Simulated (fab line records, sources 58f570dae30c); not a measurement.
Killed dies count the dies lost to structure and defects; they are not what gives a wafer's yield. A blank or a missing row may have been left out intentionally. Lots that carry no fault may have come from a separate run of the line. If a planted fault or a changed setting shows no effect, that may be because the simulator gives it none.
fab line records	flow berkeley-cmos170
record lots=14	wafers=42	last-day=12
route steps=331 shown START@1 PWELL@37 WELLDRIVE@56
lots with no fault: from the same line, run without faults
start-h: the number of hours between the record's first day and the start of the first shown wafer of the lot	wait-h: how many hours have passed since the lot's step before this one	" repeats the value in the row above	L1.1+2: a row that stands for several wafers	- either no value or no given start	* or withheld: withheld	< > ~ a bound
route shown NAME@n: a module of which the file shows steps, and the number in the route of the first	usual: the fault-free wafers' mean and standard deviation	same: alike in all rows	chamber/n: place in a boat	sites: readings site by site	_std_site: their standard deviation	_edge_site: the outer-site mean with the inner-site mean subtracted	radius-mm: how far each site lies from the wafer's centre	mask NAME#n: copy n	behind: the most recent tool/chamber to have shaped the wafer	hold: the reason the lot was held/the length of the hold in hours/how it ended	device: which transistor (n, p or np) failed to switch	end of line: tests of these same wafers at the route's end	a step with no rows: only its recipe	killed: dies lost to structure and defects at the first sort, not the wafer's yield	map: dies across one wafer; x = killed, . = not, _ = none there
set.NAME: setting as actually run; set.NAME@STEP: the setting as run at that earlier step	model.NAME: the simulator's own value behind a step, which no gauge read
one table for each step of the route and one row for each wafer, over a sample of lots
services: a tool's chamber out of use, with start hour (start-h, from the record's first day; less than 0 if before it), hours out, and reason
## steps
# step UCB170_START_BOW_MEAS_00
# recipe mode=bow
# usual INCOMING_BOW=-1/6.4
lot.wafer	tool	chamber	start-h	wait-h	INCOMING_BOW[um]
L985.1	film-metro-02	-	15.00	-	3
L985.4	"	-	"	"	0
L985.5	"	-	"	"	1
L987.4	film-metro-02	-	25.06	-	1
L987.5	"	-	"	"	-16
L987.6	"	-	"	"	9
L988.2	film-metro-02	-	30.02	-	-12
L988.5	"	-	"	"	-2
L988.6	"	-	"	"	-10
L990.1	film-metro-02	-	40.00	-	2
L990.5	"	-	"	"	10
L990.6	"	-	"	"	-5
L991.1	film-metro-03	-	45.00	-	-10
L991.5	"	-	"	"	-1
L991.6	"	-	"	"	5
L992.2	film-metro-04	-	50.02	-	7
L992.3	"	-	"	"	1
L992.4	"	-	"	"	2
L993.2	film-metro-04	-	55.02	-	4
L993.3	"	-	"	"	1
L993.4	"	-	"	"	0
L994.3	film-metro-04	-	60.04	-	-12
L994.5	"	-	"	"	6
L994.6	"	-	"	"	-7
L996.2	film-metro-02	-	70.02	-	-4
L996.5	"	-	"	"	0
L996.6	"	-	"	"	5
L999.1	film-metro-04	-	85.00	-	8
L999.3	"	-	"	"	-10
L999.6	"	-	"	"	-7
L102.1	film-metro-03	-	100.00	-	-10
L102.3	"	-	"	"	-2
L102.5	"	-	"	"	-3
L104.1	film-metro-03	-	110.00	-	10
L104.2	"	-	"	"	9
L104.5	"	-	"	"	-4
L105.1	film-metro-03	-	115.00	-	-12
L105.3	"	-	"	"	-3
L105.4	"	-	"	"	-2
L107.2	film-metro-02	-	125.02	-	0
L107.3	"	-	"	"	0
L107.6	"	-	"	"	-17
# step UCB170_START_THK_MEAS_03
# recipe reads=SiO2_of_START_OXIDATION_02
# usual START_OXIDE_THK=19.85/0.3
lot.wafer	tool	chamber	start-h	wait-h	START_OXIDE_THK[nm]
L985.1	film-metro-02	-	20.62	0.0	19.59
L985.4	"	-	"	"	19.51
L985.5	"	-	"	"	19.60
L988.2	film-metro-04	-	32.94	0.0	19.82
L988.5	"	-	"	"	19.72
L988.6	"	-	"	"	19.49
L987.4	film-metro-03	-	32.96	0.0	19.24
L987.5	"	-	"	"	19.16
L987.6	"	-	"	"	19.29
L990.1	film-metro-02	-	48.09	0.0	19.41
L990.5	"	-	"	"	20.07
L990.6	"	-	"	"	19.93
L991.1	film-metro-03	-	48.09	0.0	19.88
L991.5	"	-	"	"	19.42
L991.6	"	-	"	"	19.83
L992.2	film-metro-03	-	55.16	0.0	19.50
L992.3	"	-	"	"	19.54
L992.4	"	-	"	"	19.96
L993.2	film-metro-04	-	61.03	0.0	19.35
L993.3	"	-	"	"	19.84
L993.4	"	-	"	"	19.83
L994.3	film-metro-02	-	65.04	0.0	20.36
L994.5	"	-	"	"	20.15
L994.6	"	-	"	"	20.55
L996.2	film-metro-04	-	74.66	0.0	20.14
L996.5	"	-	"	"	20.02
L996.6	"	-	"	"	20.18
L999.1	film-metro-03	-	90.56	0.0	19.67
L999.3	"	-	"	"	19.70
L999.6	"	-	"	"	19.56
L102.1	film-metro-04	-	105.88	0.0	19.75
L102.3	"	-	"	"	19.71
L102.5	"	-	"	"	20.11
L104.1	film-metro-03	-	112.81	0.0	20.31
L104.2	"	-	"	"	19.92
L104.5	"	-	"	"	20.41
L105.1	film-metro-04	-	120.94	0.0	19.42
L105.3	"	-	"	"	19.62
L105.4	"	-	"	"	19.39
L107.2	film-metro-04	-	129.35	0.0	19.74
L107.3	"	-	"	"	20.02
L107.6	"	-	"	"	20.25
# step UCB170_PWELL_THK_MEAS_03
# recipe reads=SiO2_of_PWELL_OXIDATION_02
# usual PWELL_OXIDE_THK=26.6/0.58
lot.wafer	tool	chamber	start-h	wait-h	PWELL_OXIDE_THK[nm]
L985.1	film-metro-01	-	52.26	0.0	27.0
L985.4	"	-	"	"	26.2
L985.5	"	-	"	"	26.9
L987.4	film-metro-01	-	65.57	0.0	26.0
L987.5	"	-	"	"	25.9
L987.6	"	-	"	"	26.1
L988.2	film-metro-01	-	69.06	0.0	26.7
L988.5	"	-	"	"	26.8
L988.6	"	-	"	"	27.2
L990.1	film-metro-02	-	77.44	0.0	27.2
L990.5	"	-	"	"	27.2
L990.6	"	-	"	"	27.1
L991.1	film-metro-01	-	77.44	0.0	27.1
L991.5	"	-	"	"	27.5
L991.6	"	-	"	"	27.0
L992.2	film-metro-01	-	89.07	0.0	26.2
L992.3	"	-	"	"	26.6
L992.4	"	-	"	"	26.3
L993.2	film-metro-03	-	96.57	0.0	26.5
L993.3	"	-	"	"	26.3
L993.4	"	-	"	"	26.6
L994.3	film-metro-02	-	96.58	0.0	26.8
L994.5	"	-	"	"	26.7
L994.6	"	-	"	"	27.3
L996.2	film-metro-03	-	107.20	0.0	26.3
L996.5	"	-	"	"	26.5
L996.6	"	-	"	"	26.5
L999.1	film-metro-01	-	117.89	0.1	25.9
L999.3	"	-	"	"	25.8
L999.6	"	-	"	"	26.1
L104.1	film-metro-02	-	143.31	0.0	26.9
L104.2	"	-	"	"	26.9
L104.5	"	-	"	"	26.6
L102.1	film-metro-03	-	153.77	0.0	27.3
L102.3	"	-	"	"	27.5
L102.5	"	-	"	"	27.4
L105.1	film-metro-03	-	153.83	0.1	26.9
L105.3	"	-	"	"	27.4
L105.4	"	-	"	"	27.3
L107.2	film-metro-02	-	161.35	0.0	26.6
L107.3	"	-	"	"	26.1
L107.6	"	-	"	"	26.0
# step UCB170_WELLDRIVE_OXIDATION_01
# recipe temp-c=1100	ambient=O2	target-thk-a=1990	ox-time-s=9311
# usual spike-tc-centre-C=1102.1/1.6	spike-tc-load-C=1126.5/1.2	spike-tc-source-C=1130/3.1
lot.wafer	tool	chamber	start-h	wait-h	spike-tc-centre-C	spike-tc-load-C	spike-tc-source-C
L985.1	furnace-02	0	65.84	1.2	1104.2	1127.6	1125
L985.4	"	0	"	"	1101.8	1127.4	1127
L985.5	"	0	"	"	1102.4	1126.9	1127
L987.4	furnace-02	0	83.19	2.9	1102.3	1128.2	1125
L987.5	"	0	"	"	1102.7	1126.1	1127
L987.6	"	0	"	"	1103.7	1127.9	1127
L988.2	furnace-02	0	83.19	2.9	1102.9	1128.0	1126
L988.5	"	0	"	"	1101.8	1127.7	1127
L988.6	"	0	"	"	1103.4	1127.9	1125
L990.1	furnace-02	0	99.56	6.6	1103.1	1128.3	1127
L990.5	"	0	"	"	1105.3	1128.3	1127
L990.6	"	0	"	"	1101.9	1128.5	1125
L991.1	furnace-02	0	99.56	6.6	1103.9	1124.7	1126
L991.5	"	0	"	"	1102.0	1126.6	1126
L991.6	"	0	"	"	1106.2	1129.4	1127
L992.2	furnace-04	0	108.52	6.1	1101.9	1123.7	1131
L992.3	"	0	"	"	1100.4	1125.8	1131
L992.4	"	0	"	"	1102.4	1124.5	1132
L993.2	furnace-01	0	120.41	5.3	1101.4	1127.1	1133
L993.3	"	0	"	"	1101.5	1124.5	1134
L993.4	"	0	"	"	1099.6	1125.5	1133
L994.3	furnace-01	0	120.41	5.3	1103.2	1125.2	1132
L994.5	"	0	"	"	1100.4	1127.7	1133
L994.6	"	0	"	"	1101.3	1127.0	1133
L996.2	furnace-04	0	126.29	3.4	1100.2	1126.5	1129
L996.5	"	0	"	"	1100.3	1126.2	1132
L996.6	"	0	"	"	1102.6	1125.8	1132
L999.1	furnace-04	0	136.89	3.2	1100.2	1124.9	1130
L999.3	"	0	"	"	1102.2	1126.5	1130
L999.6	"	0	"	"	1099.0	1125.9	1130
L104.1	furnace-01	0	160.39	2.5	1102.0	1126.6	1134
L104.2	"	0	"	"	1101.9	1127.0	1134
L104.5	"	0	"	"	1102.0	1125.5	1132
L102.1	furnace-01	0	173.06	4.5	1086.6	1109.0	1117
L102.3	"	0	"	"	1087.9	1109.2	1116
L102.5	"	0	"	"	1087.5	1110.9	1118
L105.1	furnace-01	0	173.06	3.6	1082.9	1111.7	1117
L105.3	"	0	"	"	1085.7	1109.8	1117
L105.4	"	0	"	"	1084.5	1109.8	1119
L107.2	furnace-04	0	179.64	3.6	1102.4	1125.6	1131
L107.3	"	0	"	"	1100.2	1124.9	1133
L107.6	"	0	"	"	1099.5	1126.7	1131
# step UCB170_WELLDRIVE_THK_MEAS_02
# recipe reads=SiO2_of_WELLDRIVE_OXIDATION_01
# usual WELLDRIVE_OXIDE_THK=204/4.2
lot.wafer	tool	chamber	start-h	wait-h	WELLDRIVE_OXIDE_THK[nm]
L985.1	film-metro-04	-	69.40	0.1	209
L985.4	"	-	"	"	204
L985.5	"	-	"	"	203
L987.4	film-metro-04	-	86.72	0.0	209
L987.5	"	-	"	"	208
L987.6	"	-	"	"	207
L988.2	film-metro-01	-	86.76	0.1	210
L988.5	"	-	"	"	207
L988.6	"	-	"	"	211
L990.1	film-metro-04	-	103.06	0.0	207
L990.5	"	-	"	"	207
L990.6	"	-	"	"	204
L991.1	film-metro-03	-	103.06	0.0	198
L991.5	"	-	"	"	196
L991.6	"	-	"	"	203
L992.2	film-metro-03	-	112.03	0.0	199
L992.3	"	-	"	"	201
L992.4	"	-	"	"	199
L993.2	film-metro-04	-	123.92	0.0	200
L993.3	"	-	"	"	201
L993.4	"	-	"	"	201
L994.3	film-metro-01	-	123.93	0.0	205
L994.5	"	-	"	"	206
L994.6	"	-	"	"	205
L996.2	film-metro-03	-	129.80	0.0	209
L996.5	"	-	"	"	209
L996.6	"	-	"	"	209
L999.1	film-metro-01	-	140.39	0.0	201
L999.3	"	-	"	"	204
L999.6	"	-	"	"	201
L104.1	film-metro-04	-	163.89	0.0	201
L104.2	"	-	"	"	198
L104.5	"	-	"	"	201
L102.1	film-metro-01	-	176.56	0.0	178
L102.3	"	-	"	"	175
L102.5	"	-	"	"	180
L105.1	film-metro-04	-	176.56	0.0	184
L105.3	"	-	"	"	182
L105.4	"	-	"	"	182
L107.2	film-metro-01	-	183.18	0.0	207
L107.3	"	-	"	"	207
L107.6	"	-	"	"	205
## services
tool	chamber	start-h	hours	kind
furnace-04	-	56.50	3.4	pm
furnace-01	-	88.98	18.9	pm
furnace-01	-	107.91	3.3	pm
furnace-01	-	111.24	3.6	pm
furnace-02	-	166.62	3.5	pm
## key
first-sign step=UCB170_WELLDRIVE_OXIDATION_01	reading=spike-tc-load-C	direction=down	sigmas=14	usual=1126.5	struck=1110.1
effect step=UCB170_WELLDRIVE_OXIDATION_01	reading=spike-tc-centre-C	direction=down	sigmas=10	usual=1102.1	struck=1085.8
effect step=UCB170_WELLDRIVE_THK_MEAS_02	reading=WELLDRIVE_OXIDE_THK	direction=down	sigmas=5.7	usual=204	struck=180
met-at UCB170_WELLDRIVE_OXIDATION_01
struck-lots L102,L105
rows-end L102.1,L102.3,L102.5,L105.3
tester-left-out L105
not-acting-at UCB170_START_BOW_MEAS_00,UCB170_START_THK_MEAS_03,UCB170_PWELL_THK_MEAS_03
onset-between 160.39 173.06
fault kind=process-parameter-drift	tool=furnace-01	chamber=-	onset-h=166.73	steps=UCB170_WELLDRIVE_OXIDATION_01	channel=temp-c	offset=*	shape=step	end-h=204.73	acts-in=*	stated=*
# tester-left-out: of these lots the tester's yield and bins aren't shown, on N5 and GAA mostly nor the transistor test; their killed dies are dies lost to structure and defects alone, not to doping, threshold or leakage, so they don't give the yield
# rows-end: these wafers met a further fault down the route, and their rows from its step on are left out
